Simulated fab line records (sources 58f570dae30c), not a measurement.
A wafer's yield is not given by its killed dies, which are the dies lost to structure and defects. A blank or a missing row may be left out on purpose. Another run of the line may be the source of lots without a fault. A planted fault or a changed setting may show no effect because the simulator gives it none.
One fault through the eyes of 2 desks | flow berkeley_cmos170 | only its own numbers are on each desk; what lay behind them is given at the end

## TOOL OWNER'S DESK, pecvd-04
The tool's own readings at UCB170_V2_CVD_00 (deposits SiO2 from TEOS/O2, target thk 2000 nm, time 250 s): means of the sampled wafers that have a number, for each lot that ran on this tool. The brackets show how far a lot's mean lies from the usual mean; more than 4 standard deviations puts the lot out of limits, marked OUT.
Columns: A = heater_power_w at UCB170_V2_CVD_00, usual 269 W; B = pressure_mtorr at UCB170_V2_CVD_00, usual 9002 mTorr; C = susceptor_temp_C at UCB170_V2_CVD_00, usual 390.00 C
lot  | first seen here | A   | B    | C
L571 | day 8 18:38     | 304 | 9007 | 389.74
L575 | day 8 22:34     | 291 | 9006 | 389.69
L577 | day 10 02:49    | 300 | 8989 | 389.77
This desk's finding: nothing out of limits on any of the 3 lots.

## AT THE METROLOGY DESK
Lot by lot, what the gauges showed, no matter which tool ran the lot: averages of those sampled wafers that carry a number. The brackets show how far a lot's mean lies from the usual mean; more than 4 standard deviations puts the lot out of limits, marked OUT.
Columns: A = cd_nm at UCB170_M2_CD_MEAS_15, usual 700.5 nm; B = M2_OVL at UCB170_M2_OVL_MEAS_16, usual 0 nm; C = cd_nm at UCB170_M2_CD_MEAS_90, usual 701 nm; D = V2_TEOS_THK at UCB170_V2_THK_MEAS_01, usual 2004 nm
lot  | first seen here | A     | B  | C   | D
L571 | day 8 17:55     | 700.2 | 5  | 701 | 1966
L575 | day 8 21:51     | 701.2 | 0  | 702 | 2098
L577 | day 10 02:13    | 699.3 | -2 | 702 | 2079
L581 | day 10 06:26    | 702.2 | -8 | 703 | 1995
L582 | day 10 13:58    | 701.4 | -5 | 699 | 2037
L587 | day 11 08:10    | 703.0 | 2  | 704 | 2017
This desk's finding: nothing out of limits on any of the 6 lots.

## BROUGHT TOGETHER
The desk of the tool owner found nothing out of limits.
From the metrology desk's view, nothing was out of limits.

## WHAT THE SIMULATOR PUT IN
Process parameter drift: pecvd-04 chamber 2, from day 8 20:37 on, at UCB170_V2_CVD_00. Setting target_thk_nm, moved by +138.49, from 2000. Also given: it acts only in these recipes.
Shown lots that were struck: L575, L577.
